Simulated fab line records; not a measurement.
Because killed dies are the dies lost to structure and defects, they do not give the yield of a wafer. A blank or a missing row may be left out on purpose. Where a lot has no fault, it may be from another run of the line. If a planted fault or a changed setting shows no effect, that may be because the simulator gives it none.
fab line records	flow berkeley_cmos170
record lots=13	wafers=39	last_day=12
route steps=331 shown V1@258 M2@289 V2@305
lots with no fault: from the same line, run without faults
start_h: hours from the record's first day to the start of the lot's first wafer shown	wait_h: time in hours since the lot's previous step	" unchanged from the row above	L1.1+2: several wafers, shown together as one row	- value missing, or start not given	* or withheld: withheld	< > ~ a bound
route shown NAME@n: names a module that has steps shown in the file, with the first one's number in the route	usual: mean/standard deviation of fault-free wafers	same: alike in all rows	chamber/n: place in a boat	sites: the reading at each site	_std_site: standard deviation across them	_edge_site: outer sites' mean less inner sites'	radius_mm: how far each site lies from the wafer's centre	mask NAME#n: copy n	behind: the most recent tool/chamber to have shaped the wafer	hold: the reason the lot was held/the length of the hold in hours/how it ended	device: the n, p or np transistor that did not switch	end of line: the tests these same wafers got at the end of their route	a step without rows: its recipe alone	killed: not the wafer's yield, but the dies lost to structure and defects at the first sort	map: shows each die of a wafer: x if killed, . if not, _ if none is there
set.NAME: the run value of the setting; set.NAME@STEP: its run value at that earlier step	model.NAME: the simulator's own value behind a step, which no gauge read
steps of the route over a sample of lots; a table a step, a row a wafer
services: when a tool's chamber went out of use (start_h, in hours from the record's first day, below 0 if earlier), for how many hours, and the reason
## steps
# step UCB170_V1_THK_MEAS_04
# recipe reads=SiO2_of_V1_CVD_00
# usual V1_POLISHED_THK=999.8/1.2
lot.wafer	tool	chamber	start_h	wait_h	V1_POLISHED_THK[nm]
L504.1	film_metro-01	-	163.92	0.1	1000.0
L504.3	"	-	"	"	999.9
L504.5	"	-	"	"	1000.6
L507.1	film_metro-02	-	173.40	0.1	999.2
L507.4	"	-	"	"	1000.1
L507.5	"	-	"	"	997.9
L506.3	film_metro-01	-	174.75	0.1	998.4
L506.4	"	-	"	"	999.6
L506.6	"	-	"	"	999.6
L505.2	film_metro-02	-	174.82	0.1	1002.1
L505.4	"	-	"	"	998.2
L505.6	"	-	"	"	1001.3
L509.2	film_metro-02	-	192.38	0.1	1000.7
L509.4	"	-	"	"	1000.1
L509.5	"	-	"	"	1000.1
L508.1	film_metro-02	-	193.70	0.1	1000.9
L508.4	"	-	"	"	1001.3
L508.6	"	-	"	"	999.2
L510.2	film_metro-03	-	193.71	0.1	1000.3
L510.3	"	-	"	"	1001.9
L510.4	"	-	"	"	1002.2
L511.1	film_metro-02	-	203.86	0.1	998.7
L511.3	"	-	"	"	1000.8
L511.6	"	-	"	"	998.9
L520.3	film_metro-02	-	231.80	0.1	999.2
L520.5	"	-	"	"	1000.1
L520.6	"	-	"	"	1001.4
L521.2	film_metro-03	-	254.23	0.1	1000.3
L521.4	"	-	"	"	1001.2
L521.6	"	-	"	"	1001.4
L523.1	film_metro-03	-	255.73	0.1	1000.2
L523.2	"	-	"	"	1001.4
L523.3	"	-	"	"	1001.1
L524.2	film_metro-03	-	266.46	0.1	999.5
L524.4	"	-	"	"	1000.6
L524.6	"	-	"	"	999.7
L525.1	film_metro-01	-	267.78	0.1	998.1
L525.2	"	-	"	"	999.4
L525.4	"	-	"	"	999.2
# step UCB170_V1_CD_MEAS_12
# recipe target_cd_nm=700
# usual cd_nm=699.9/1.3
lot.wafer	tool	chamber	start_h	wait_h	cd_nm
L504.1	cd_sem-01	-	165.56	-	701.5
L504.3	"	-	"	"	700.7
L504.5	"	-	"	"	701.5
L507.1	cd_sem-01	-	174.64	-	699.0
L507.4	"	-	"	"	697.5
L507.5	"	-	"	"	698.0
L506.3	cd_sem-02	-	175.99	-	700.8
L506.4	"	-	"	"	701.2
L506.6	"	-	"	"	700.1
L505.2	cd_sem-02	-	176.70	-	697.8
L505.4	"	-	"	"	696.9
L505.6	"	-	"	"	698.1
L509.2	cd_sem-02	-	193.60	-	701.9
L509.4	"	-	"	"	701.2
L509.5	"	-	"	"	700.6
L510.2	cd_sem-01	-	194.93	-	698.1
L510.3	"	-	"	"	698.2
L510.4	"	-	"	"	696.9
L508.1	cd_sem-02	-	195.15	-	699.0
L508.4	"	-	"	"	700.9
L508.6	"	-	"	"	698.5
L511.1	cd_sem-02	-	206.73	-	701.5
L511.3	"	-	"	"	701.4
L511.6	"	-	"	"	699.9
L520.3	cd_sem-02	-	235.58	-	698.4
L520.5	"	-	"	"	699.1
L520.6	"	-	"	"	699.3
L521.2	cd_sem-01	-	256.16	-	700.0
L521.4	"	-	"	"	699.5
L521.6	"	-	"	"	698.7
L523.1	cd_sem-01	-	257.01	-	699.8
L523.2	"	-	"	"	701.1
L523.3	"	-	"	"	700.4
L524.2	cd_sem-01	-	268.06	-	702.1
L524.4	"	-	"	"	701.5
L524.6	"	-	"	"	702.5
L525.1	cd_sem-01	-	269.25	-	700.8
L525.2	"	-	"	"	702.1
L525.4	"	-	"	"	700.3
# step UCB170_M2_METAL_ETCH_18
# recipe chemistry=Cl2/BCl3	target=Al	stop_on=SiO2	pressure_mtorr=12	target_depth_a=11700	over_etch_frac=0.3	time_s=195	icp_w=600	bias_w=120	Cl2_flow_sccm=90	bcl3_flow_sccm=45
# usual bcl3_flow_sccm=45.01/0.12	chamber_pressure_mTorr=11.999/0.011	drypump_motor_current_A=5.93/0.14	he_backside_leak_sccm=3.37/0.2	oes_product_au=0.850/0.016	throttle_valve_pct=24.31/0.18
lot.wafer	tool	chamber	start_h	wait_h	bcl3_flow_sccm	chamber_pressure_mTorr	drypump_motor_current_A	he_backside_leak_sccm	oes_product_au	rf_hours_counter_h	throttle_valve_pct
L504.1	rie_metal-04	1	168.91	-	44.99	11.977	5.92	3.32	0.840	10	24.07
L504.3	"	1	"	"	45.14	12.012	5.93	3.48	0.838	-	24.08
L504.5	"	1	"	"	45.10	12.009	5.93	3.33	0.839	-	24.09
L507.1	rie_metal-04	1	177.87	-	44.88	11.980	5.95	3.45	0.838	10	24.08
L507.4	"	1	"	"	44.84	12.002	5.97	3.56	0.844	-	24.07
L507.5	"	1	"	"	44.87	12.002	5.96	3.56	0.847	-	24.07
L506.3	rie_metal-03	0	179.39	-	45.15	12.006	6.01	3.20	0.836	-	24.56
L506.4	"	1	"	"	45.01	11.994	6.15	3.14	0.833	-	24.43
L506.6	"	1	"	"	45.03	11.991	6.16	3.10	0.847	-	24.45
L505.2	rie_metal-01	1	180.38	-	44.98	12.000	5.95	3.50	0.883	2	24.12
L505.4	"	0	"	"	45.06	12.008	5.66	3.45	0.872	-	24.41
L505.6	"	0	"	"	45.06	11.994	5.68	3.43	0.861	-	24.41
L509.2	rie_metal-03	0	196.38	-	45.01	11.994	6.00	3.37	0.840	5	24.55
L509.4	"	1	"	"	45.03	11.969	6.15	3.12	0.845	-	24.48
L509.5	"	1	"	"	45.11	11.987	6.15	3.02	0.852	-	24.44
L510.2	rie_metal-04	1	197.68	-	45.15	12.011	5.96	3.44	0.846	11	24.05
L510.3	"	1	"	"	45.08	11.995	5.97	3.29	0.845	-	24.05
L510.4	"	0	"	"	45.09	11.997	5.84	3.29	0.828	-	24.39
L508.1	rie_metal-01	1	197.93	-	44.98	11.997	5.96	3.51	0.881	2	24.12
L508.4	"	0	"	"	44.83	11.997	5.68	3.69	0.859	-	24.40
L508.6	"	0	"	"	44.80	12.013	5.65	3.68	0.865	-	24.41
L511.1	rie_metal-04	1	211.02	-	45.02	6.007	5.93	3.30	0.836	12	24.07
L511.3	"	1	"	"	44.97	6.007	5.95	3.31	0.837	-	24.08
L511.6	"	1	"	"	45.02	6.010	5.94	3.29	0.840	-	24.08
L520.3	rie_metal-04	1	238.59	-	44.98	5.997	5.94	3.36	0.850	-	24.07
L520.5	"	0	"	"	44.91	6.008	5.83	3.40	0.845	-	24.37
L520.6	"	1	"	"	44.91	6.007	5.95	3.56	0.849	-	24.06
L521.2	rie_metal-03	1	258.93	-	44.90	11.981	6.12	3.07	0.839	6	24.46
L521.4	"	1	"	"	44.94	12.013	6.13	2.92	0.841	-	24.46
L521.6	"	1	"	"	44.97	11.984	6.13	2.93	0.844	-	24.47
L523.1	rie_metal-01	0	260.06	-	45.16	12.001	5.68	3.56	0.867	11	24.43
L523.2	"	1	"	"	45.10	11.997	5.92	3.45	0.881	5	24.13
L523.3	"	1	"	"	45.16	11.990	5.94	3.47	0.889	-	24.12
L524.2	rie_metal-01	1	270.88	-	45.06	11.997	5.92	3.56	0.886	5	24.12
L524.4	"	1	"	"	45.10	12.019	5.94	3.40	0.876	-	24.14
L524.6	"	1	"	"	45.19	11.996	5.92	3.53	0.874	-	24.12
L525.1	rie_metal-03	0	272.35	-	44.89	11.999	6.01	3.18	0.844	7	24.55
L525.2	"	1	"	"	44.88	12.000	6.14	2.96	0.861	6	24.45
L525.4	"	0	"	"	44.88	12.006	5.98	2.95	0.838	-	24.55
# step UCB170_M2_STRIP_19
# recipe chemistry=O2	power_w=400	pressure_mtorr=3500	platen_temp_c=withheld	o2_flow_sccm=400	overash_fraction=0.5
# usual drypump_motor_current_A=6.1/0.37	oes_product_au=0.548/0.017
lot.wafer	tool	chamber	start_h	wait_h	drypump_motor_current_A	oes_product_au	rf_hours_counter_h
L504.1	plasma_asher-04	1	169.28	0.3	6.1	0.577	49
L504.3	"	1	"	"	6.1	0.587	-
L504.5	"	1	"	"	6.1	0.574	-
L507.1	plasma_asher-04	1	178.25	0.3	6.1	0.546	50
L507.4	"	0	"	"	6.0	0.563	-
L507.5	"	1	"	"	6.1	0.566	-
L506.3	plasma_asher-04	1	179.55	0.1	6.2	0.548	-
L506.4	"	0	"	"	6.1	0.531	-
L506.6	"	0	"	"	6.0	0.533	-
L505.2	plasma_asher-03	0	180.57	0.1	6.7	0.545	44
L505.4	"	0	"	"	6.7	0.530	-
L505.6	"	0	"	"	6.6	0.529	-
L509.2	plasma_asher-04	1	196.56	0.1	6.2	0.541	52
L509.4	"	0	"	"	6.0	0.540	-
L509.5	"	1	"	"	6.1	0.530	-
L510.2	plasma_asher-04	0	197.87	0.1	6.1	0.578	52
L510.3	"	0	"	"	6.1	0.560	-
L510.4	"	1	"	"	6.2	0.549	-
L508.1	plasma_asher-02	0	198.11	0.1	6.2	0.552	9
L508.4	"	1	"	"	5.0	0.537	-
L508.6	"	1	"	"	5.0	0.532	-
L511.1	plasma_asher-04	1	211.20	0.1	6.1	0.619	53
L511.3	"	1	"	"	6.2	0.599	-
L511.6	"	0	"	"	6.1	0.604	-
L520.3	plasma_asher-03	0	238.75	0.1	6.6	0.613	-
L520.5	"	1	"	"	6.0	0.583	-
L520.6	"	0	"	"	6.6	0.608	-
L521.2	plasma_asher-02	0	259.12	0.1	6.2	0.516	16
L521.4	"	1	"	"	5.0	0.550	-
L521.6	"	0	"	"	6.2	0.537	-
L523.1	plasma_asher-02	1	260.25	0.1	5.0	0.525	17
L523.2	"	0	"	"	6.2	0.555	17
L523.3	"	1	"	"	5.0	0.550	-
L524.2	plasma_asher-04	1	271.07	0.1	6.1	0.540	58
L524.4	"	1	"	"	6.2	0.544	-
L524.6	"	0	"	"	6.1	0.543	-
L525.1	plasma_asher-04	0	272.53	0.1	6.0	0.543	59
L525.2	"	1	"	"	6.2	0.534	59
L525.4	"	0	"	"	6.1	0.556	-
# step UCB170_V2_OVL_MEAS_13
# usual V2_OVL=3/5.4
lot.wafer	tool	chamber	start_h	wait_h	V2_OVL[nm]
L504.1	overlay-02	-	171.68	0.1	-2
L504.3	"	-	"	"	-1
L504.5	"	-	"	"	-3
L507.1	overlay-01	-	180.91	0.1	-2
L507.4	"	-	"	"	-4
L507.5	"	-	"	"	1
L506.3	overlay-02	-	182.20	0.1	4
L506.4	"	-	"	"	5
L506.6	"	-	"	"	5
L505.2	overlay-01	-	183.73	0.1	4
L505.4	"	-	"	"	-5
L505.6	"	-	"	"	-4
L509.2	overlay-02	-	198.64	0.1	3
L509.4	"	-	"	"	7
L509.5	"	-	"	"	6
L510.2	overlay-02	-	200.07	0.1	-1
L510.3	"	-	"	"	-2
L510.4	"	-	"	"	2
L508.1	overlay-02	-	200.44	0.1	-5
L508.4	"	-	"	"	-1
L508.6	"	-	"	"	-1
L511.1	overlay-02	-	213.41	0.1	2
L511.3	"	-	"	"	2
L511.6	"	-	"	"	4
L520.3	overlay-01	-	242.37	0.1	3
L520.5	"	-	"	"	4
L520.6	"	-	"	"	2
L521.2	overlay-01	-	261.19	0.1	12
L521.4	"	-	"	"	12
L521.6	"	-	"	"	10
L523.1	overlay-02	-	262.85	0.1	6
L523.2	"	-	"	"	-6
L523.3	"	-	"	"	2
L524.2	overlay-02	-	273.26	0.1	6
L524.4	"	-	"	"	9
L524.6	"	-	"	"	1
L525.1	overlay-01	-	274.74	0.1	1
L525.2	"	-	"	"	-1
L525.4	"	-	"	"	9
## services
tool	chamber	start_h	hours	kind
rie_metal-04	0	166.63	-	clean
rie_metal-04	0	166.63	18.5	scheduled_down
rie_metal-04	0	166.63	18.5	vent_cycle
plasma_asher-04	-	223.04	2.1	repair
rie_metal-03	1	225.16	3.3	repair
plasma_asher-04	-	229.47	14.6	pm
plasma_asher-03	-	246.54	13.5	repair
## key
first_sign step=UCB170_M2_METAL_ETCH_18	reading=chamber_pressure_mTorr	direction=down	sigmas=99+	usual=11.999	struck=6.006
effect step=UCB170_M2_STRIP_19	reading=oes_product_au	direction=up	sigmas=3.3	usual=0.548	struck=0.604
met_at UCB170_M2_METAL_ETCH_18
struck_lots L511,L520
sort_left_out L520.3,L520.5,L520.6
not_acting_at UCB170_V1_THK_MEAS_04,UCB170_V1_CD_MEAS_12,UCB170_V2_OVL_MEAS_13
onset_between 197.68 211.02
fault kind=process_parameter_drift	tool=rie_metal-04	chamber=-	onset_h=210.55	steps=UCB170_M2_METAL_ETCH_18	channel=pressure_mtorr	offset=-6	shape=step	end_h=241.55	acts_in=these_recipes_only	stated=12
# sort_left_out: the simulated sort isn't trusted on such a fault, so these wafers' sort isn't shown, and their yield isn't known
